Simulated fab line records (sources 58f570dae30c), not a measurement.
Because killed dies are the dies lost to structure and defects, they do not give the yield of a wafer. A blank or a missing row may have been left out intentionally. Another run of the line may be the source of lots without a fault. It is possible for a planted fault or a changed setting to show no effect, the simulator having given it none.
Which tool was responsible? | flow berkeleyCmos170 | 7 lots with 21 wafers sampled at 2 steps, on a route of 331 steps

== WHAT EACH GAUGE READ, for each wafer ==
UCB170_NLDD_CD_MEAS_06: the cd target is 1200 nm.
lot  | measured     | on       | cdNm (nm)
L775 | day 6 21:25  | cdSem-02 | 1200.0 1198.6 1197.3
L776 | day 7 08:13  | cdSem-02 | 1199.1 1199.9 1199.6
L779 | day 8 00:53  | cdSem-01 | 1199.5 1200.4 1199.3
L782 | day 8 17:55  | cdSem-02 | 1201.2 1199.3 1200.2
L785 | day 9 05:34  | cdSem-01 | 1207.4 1207.7 1208.0
L786 | day 9 18:46  | cdSem-01 | 1207.9 1205.9 1206.9
L795 | day 11 09:05 | cdSem-01 | 1199.6 1199.2 1199.7

== WHICH TOOL RAN EACH LOT (tool, then ch and the chambers of the sampled wafers, then the start) ==
lot  | UCB170_NLDD_COAT_01
L775 | lithoTrack-03 ch 0, day 6 20:19
L776 | lithoTrack-01 ch 0, day 7 07:22
L779 | lithoTrack-01 ch 0, day 8 00:03
L782 | lithoTrack-04 ch 0, day 8 17:13
L785 | lithoTrack-04 ch 0, day 9 04:44
L786 | lithoTrack-04 ch 0, day 9 18:05
L795 | lithoTrack-03 ch 0, day 11 07:34
- UCB170_NLDD_COAT_01: resist thk 900 nm.

== THE ANSWER, worked out from the rows above alone ==
Rule: the usual values come from the lots themselves. Put in order of their means at a reading, lots are off if they are a third of the lots or fewer, leave a main group of 4 or more, and stand apart from it by a gap of 3 or more times the standard deviation of the main group's means; of several such gaps the widest counts. A main group whose means are all the same, to the digits that the tables above print for the reading, isn't used. A lot without any number at a reading at which 4 lots or more have one is off too. The other lots that the step has rows for count as sound.
Off at UCB170_NLDD_CD_MEAS_06 (cdNm): L785, L786. Mean 1199.5 nm and standard deviation 0.52 in the main group.
If a tool, at a process step before that reading, ran all the lots that are off and no sound lot after the first of them, it fits. Gauges at UCB170_NLDD_CD_MEAS_06: tried the same way as those tools. One fits: UCB170_NLDD_COAT_01 on lithoTrack-04. A fault onset in the window from L782 (day 8 17:13, its last sound lot) to L785 (day 9 04:44, its first lot off) fits.

== WHAT WAS PUT IN BY THE SIMULATOR ==
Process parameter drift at UCB170_NLDD_COAT_01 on lithoTrack-04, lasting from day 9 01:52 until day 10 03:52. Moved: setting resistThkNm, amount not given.
Shown lots that were struck: L785, L786. The rule above reached the same finding.
